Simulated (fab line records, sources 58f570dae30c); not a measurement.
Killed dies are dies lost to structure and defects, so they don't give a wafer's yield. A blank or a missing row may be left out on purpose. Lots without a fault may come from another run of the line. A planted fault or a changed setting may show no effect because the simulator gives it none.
Which tool did it? | flow berkeley_cmos170 | 15 lots, 45 wafers sampled, at 6 steps of a route of 331

WHAT THE GAUGES READ, wafer by wafer
UCB170_NWELL_THK_MEAS_05. Usual: NWELL_NITRIDE_THK 224.9 nm, standard deviation 2.3.
lot  | measured    | on            | NWELL_NITRIDE_THK (nm) | flag
L797 | day 2 06:14 | film_metro-04 | 227.1 228.7 228.0      |
L798 | day 2 12:09 | film_metro-04 | 221.8 219.9 219.5      |
L799 | day 2 16:38 | film_metro-01 | 226.2 223.3 225.4      |
L800 | day 3 00:16 | film_metro-04 | 225.5 227.4 222.8      |
L801 | day 3 05:46 | film_metro-01 | 226.3 225.7 226.2      |
L802 | day 3 11:43 | film_metro-04 | 223.4 222.1 224.3      |
L803 | day 3 11:43 | film_metro-03 | 225.4 223.3 224.6      |
L804 | day 3 17:10 | film_metro-04 | 226.5 224.5 227.3      |
L809 | day 4 16:18 | film_metro-03 | 223.9 224.0 223.9      |
L810 | day 5 03:14 | film_metro-01 | 224.2 225.1 224.9      |
L816 | day 6 02:59 | film_metro-04 | 228.9 228.8 230.6      |
L817 | day 6 08:11 | film_metro-04 | 220.6 222.3 221.7      |
L818 | day 6 11:54 | film_metro-03 | 224.1 223.8 221.7      |
L819 | day 6 16:28 | film_metro-04 | 226.5 226.3 225.0      |
L820 | day 6 20:47 | film_metro-03 | 220.5 222.2 220.8      |

UCB170_ACTIVE_CD_MEAS_90: target cd 1200 nm. Usual: cd_nm 1199.8 nm, standard deviation 1.4.
lot  | measured    | on        | cd_nm (nm)           | flag
L797 | day 4 01:12 | cd_sem-01 | 1198.9 1199.6 1198.8 |
L798 | day 4 11:34 | cd_sem-02 | 1197.5 1197.5 1198.4 |
L799 | day 4 22:34 | cd_sem-01 | 1197.8 1197.5 1200.3 |
L800 | day 4 22:20 | cd_sem-02 | 1199.0 1199.4 1199.1 |
L801 | day 5 04:47 | cd_sem-02 | 1199.1 1199.6 1198.0 |
L802 | day 5 04:36 | cd_sem-01 | 1200.7 1200.7 1199.0 |
L803 | day 5 05:17 | cd_sem-02 | 1201.4 1200.2 1201.1 |
L804 | day 5 13:59 | cd_sem-01 | 1200.4 1199.9 1199.7 |
L809 | day 6 07:59 | cd_sem-01 | 1200.0 1200.5 1201.0 |
L810 | day 7 01:52 | cd_sem-01 | 1198.2 1197.8 1197.9 |
L816 | day 8 07:09 | cd_sem-01 | - - -                | OFF
L817 | day 8 07:13 | cd_sem-02 | - - -                | OFF
L818 | day 8 12:20 | cd_sem-01 | - - -                | OFF
L819 | day 8 16:32 | cd_sem-02 | 1200.7 1200.7 1201.0 |
L820 | day 8 16:20 | cd_sem-02 | 1198.9 1200.7 1200.1 |

UCB170_PFIELD_OVL_MEAS_06. Usual: PFIELD_OVL 0 nm, standard deviation 5.4.
lot  | measured    | on         | PFIELD_OVL (nm) | flag
L797 | day 4 02:56 | overlay-01 | 13 10 18        |
L798 | day 4 13:22 | overlay-02 | -4 -1 -1        |
L799 | day 5 00:58 | overlay-02 | -4 3 1          |
L800 | day 5 00:41 | overlay-02 | 10 2 6          |
L801 | day 5 06:52 | overlay-02 | -4 3 -4         |
L802 | day 5 06:35 | overlay-02 | 0 -8 -11        |
L803 | day 5 06:52 | overlay-01 | -1 2 3          |
L804 | day 5 16:19 | overlay-02 | -4 4 3          |
L809 | day 6 11:26 | overlay-01 | 5 11 -1         |
L810 | day 7 04:19 | overlay-01 | 7 -2 3          |
L819 | day 8 17:48 | overlay-02 | 1 -6 -9         |
L820 | day 8 17:33 | overlay-02 | 1 -1 10         |

WHICH TOOL RAN EACH LOT (tool, then ch and the chambers of the sampled wafers, then the start)
lot  | UCB170_NWELL_STRIP_15               | UCB170_ACTIVE_ETCH_15             | UCB170_ACTIVE_STRIP_16
L797 | plasma_asher-01 ch 1, day 2 07:33   | rie_diel-01 ch 1,2,3, day 4 00:59 | plasma_asher-04 ch 0,1, day 4 01:05
L798 | plasma_asher-01 ch 0,1, day 2 14:04 | rie_diel-03 ch 0,2,3, day 4 11:22 | plasma_asher-03 ch 0,1, day 4 11:28
L799 | plasma_asher-02 ch 0,1, day 2 18:11 | rie_diel-04 ch 1,2,3, day 4 22:19 | plasma_asher-03 ch 0,1, day 4 22:28
L800 | plasma_asher-01 ch 0,1, day 3 01:35 | rie_diel-03 ch 1,2,3, day 4 22:03 | plasma_asher-01 ch 0,1, day 4 22:11
L801 | plasma_asher-01 ch 1, day 3 07:20   | rie_diel-04 ch 0,1,3, day 5 04:34 | plasma_asher-04 ch 0,1, day 5 04:40
L802 | plasma_asher-01 ch 0,1, day 3 13:14 | rie_diel-01 ch 0,1,2, day 5 04:24 | plasma_asher-03 ch 0,1, day 5 04:30
L803 | plasma_asher-04 ch 0,1, day 3 13:37 | rie_diel-03 ch 0,1,3, day 5 05:04 | plasma_asher-03 ch 0,1, day 5 05:10
L804 | plasma_asher-01 ch 0,1, day 3 18:28 | rie_diel-04 ch 0,3, day 5 13:46   | plasma_asher-03 ch 0,1, day 5 13:52
L809 | plasma_asher-01 ch 0,1, day 4 18:17 | rie_diel-03 ch 0,1,3, day 6 07:43 | plasma_asher-04 ch 0,1, day 6 07:50
L810 | plasma_asher-02 ch 0,1, day 5 05:19 | rie_diel-03 ch 1,2,3, day 7 01:40 | plasma_asher-03 ch 0,1, day 7 01:46
L816 | plasma_asher-04 ch 1, day 6 05:32   | rie_diel-01 ch 0,1,2, day 8 06:57 | plasma_asher-01 ch 0,1, day 8 07:03
L817 | plasma_asher-01 ch 0,1, day 6 09:22 | rie_diel-04 ch 2,3, day 8 06:59   | plasma_asher-04 ch 0,1, day 8 07:05
L818 | plasma_asher-04 ch 1, day 6 13:20   | rie_diel-04 ch 0,1,2, day 8 12:05 | plasma_asher-01 ch 0,1, day 8 12:11
L819 | plasma_asher-02 ch 0,1, day 6 17:53 | rie_diel-04 ch 0,1,2, day 8 16:17 | plasma_asher-03 ch 0,1, day 8 16:25
L820 | plasma_asher-02 ch 0,1, day 6 22:16 | rie_diel-01 ch 0,2,3, day 8 16:08 | plasma_asher-04 ch 0,1, day 8 16:14
- UCB170_NWELL_STRIP_15: strips in O2.
- UCB170_ACTIVE_ETCH_15: etches Si3N4 in CH3F/Ar/O2, stops on SiO2, target depth 242 nm, time 151 s.
- UCB170_ACTIVE_STRIP_16: strips in O2.

WHAT THE TOOLS THEMSELVES READ (means of the sampled wafers that have a number; where no wafer has one, the mark that the record gives instead)
UCB170_NWELL_STRIP_15. Usual: drypump_motor_current_A 5.4 A, standard deviation 0.54; oes_product_au 0.721 a.u., standard deviation 0.005; strip_time_to_endpoint_s 17.99 s, standard deviation 0.076.
lot  | tool            | drypump_motor_current_A (A) | oes_product_au (a.u.) | strip_time_to_endpoint_s (s) | flag
L797 | plasma_asher-01 | 4.8                         | 0.725                 | 18.03                        |
L798 | plasma_asher-01 | 5.0                         | 0.720                 | 17.99                        |
L799 | plasma_asher-02 | 5.9                         | 0.723                 | 17.90                        |
L800 | plasma_asher-01 | 5.3                         | 0.724                 | 18.03                        |
L801 | plasma_asher-01 | 4.9                         | 0.716                 | 18.00                        |
L802 | plasma_asher-01 | 5.0                         | 0.718                 | 18.04                        |
L803 | plasma_asher-04 | 5.6                         | 0.723                 | 17.90                        |
L804 | plasma_asher-01 | 5.0                         | 0.721                 | 17.92                        |
L809 | plasma_asher-01 | 5.3                         | 0.714                 | 17.97                        |
L810 | plasma_asher-02 | 5.9                         | 0.716                 | 17.96                        |
L816 | plasma_asher-04 | 5.7                         | 0.720                 | 17.90                        |
L817 | plasma_asher-01 | 5.0                         | 0.724                 | 17.94                        |
L818 | plasma_asher-04 | 5.7                         | 0.727                 | 17.91                        |
L819 | plasma_asher-02 | 5.4                         | 0.720                 | 18.07                        |
L820 | plasma_asher-02 | 5.9                         | 0.721                 | 18.16                        |

UCB170_ACTIVE_ETCH_15. Usual: CH3F_flow_sccm 20.00 sccm, standard deviation 0.06; O2_flow_sccm 6.996 sccm, standard deviation 0.02; drypump_motor_current_A 5.6 A, standard deviation 0.4; oes_product_au 0.943 a.u., standard deviation 0.016; throttle_valve_pct 8.10 %, standard deviation 0.11.
lot  | tool        | CH3F_flow_sccm (sccm) | O2_flow_sccm (sccm) | drypump_motor_current_A (A) | oes_product_au (a.u.) | throttle_valve_pct (%) | flag
L797 | rie_diel-01 | 19.99                 | 6.996               | 5.7                         | 0.947                 | 8.05                   |
L798 | rie_diel-03 | 20.02                 | 7.014               | 6.0                         | 0.955                 | 8.19                   |
L799 | rie_diel-04 | 19.98                 | 6.977               | 5.3                         | 0.944                 | 8.15                   |
L800 | rie_diel-03 | 20.01                 | 6.987               | 5.9                         | 0.928                 | 8.17                   |
L801 | rie_diel-04 | 19.97                 | 7.016               | 5.1                         | 0.933                 | 8.14                   |
L802 | rie_diel-01 | 19.99                 | 6.999               | 5.6                         | 0.945                 | 8.01                   |
L803 | rie_diel-03 | 20.07                 | 6.972               | 5.8                         | 0.932                 | 8.11                   |
L804 | rie_diel-04 | 19.93                 | 7.003               | 5.1                         | 0.943                 | 8.08                   |
L809 | rie_diel-03 | 19.97                 | 7.016               | 5.7                         | 0.928                 | 8.11                   |
L810 | rie_diel-03 | 19.99                 | 6.993               | 5.9                         | 0.933                 | 8.17                   |
L816 | rie_diel-01 | -                     | -                   | -                           | -                     | -                      | OFF
L817 | rie_diel-04 | -                     | -                   | -                           | -                     | -                      | OFF
L818 | rie_diel-04 | -                     | -                   | -                           | -                     | -                      | OFF
L819 | rie_diel-04 | 19.95                 | 6.999               | 5.3                         | 0.951                 | 8.20                   |
L820 | rie_diel-01 | 20.00                 | 6.996               | 5.6                         | 0.941                 | 8.00                   |

UCB170_ACTIVE_STRIP_16. Usual: drypump_motor_current_A 5.5 A, standard deviation 0.45; oes_product_au 0.721 a.u., standard deviation 0.0048; strip_time_to_endpoint_s 18.04 s, standard deviation 0.072.
lot  | tool            | drypump_motor_current_A (A) | oes_product_au (a.u.) | strip_time_to_endpoint_s (s) | flag
L797 | plasma_asher-04 | 5.4                         | 0.721                 | 18.07                        |
L798 | plasma_asher-03 | 5.9                         | 0.720                 | 18.03                        |
L799 | plasma_asher-03 | 5.9                         | 0.723                 | 18.02                        |
L800 | plasma_asher-01 | 5.3                         | 0.722                 | 17.97                        |
L801 | plasma_asher-04 | 5.6                         | 0.722                 | 18.10                        |
L802 | plasma_asher-03 | 5.9                         | 0.720                 | 18.12                        |
L803 | plasma_asher-03 | 5.6                         | 0.719                 | 18.08                        |
L804 | plasma_asher-03 | 5.6                         | 0.718                 | 18.04                        |
L809 | plasma_asher-04 | 5.4                         | 0.723                 | 17.88                        |
L810 | plasma_asher-03 | 5.9                         | 0.724                 | 18.00                        |
L816 | plasma_asher-01 | 5.0                         | 0.733                 | 21.56                        | OFF
L817 | plasma_asher-04 | 5.6                         | 0.737                 | 21.52                        | OFF
L818 | plasma_asher-01 | 5.3                         | 0.737                 | 21.54                        | OFF
L819 | plasma_asher-03 | 5.6                         | 0.722                 | 18.06                        |
L820 | plasma_asher-04 | 5.6                         | 0.722                 | 17.97                        |

THE ANSWER, worked out from the rows above alone
Rule: a lot is off if the mean of its wafers that have a number lies more than 3 standard deviations from the usual mean. A lot without any number at a reading at which 4 lots or more have one is off too. The other lots that the step has rows for count as sound. The gauges are gone through in route order, then the tools' own readings, and for those a lot's mean is taken as printed above. The first step at which some lot is off is used, and at that step the reading that is off furthest; a lot without a number counts as furthest.
Off: L816, L817, L818, at UCB170_ACTIVE_CD_MEAS_90 (cd_nm). Without a number there: L816, L817, L818.
A tool fits if, at a process step before that reading, it ran every lot that is off, and no sound lot after the first of them. The gauges at UCB170_ACTIVE_CD_MEAS_90 aren't tried: what is off there is off at UCB170_ACTIVE_ETCH_15 too, on other tools, and a gauge's error can't cause that. None of those tried fits.

WHAT THE SIMULATOR HAD PUT IN
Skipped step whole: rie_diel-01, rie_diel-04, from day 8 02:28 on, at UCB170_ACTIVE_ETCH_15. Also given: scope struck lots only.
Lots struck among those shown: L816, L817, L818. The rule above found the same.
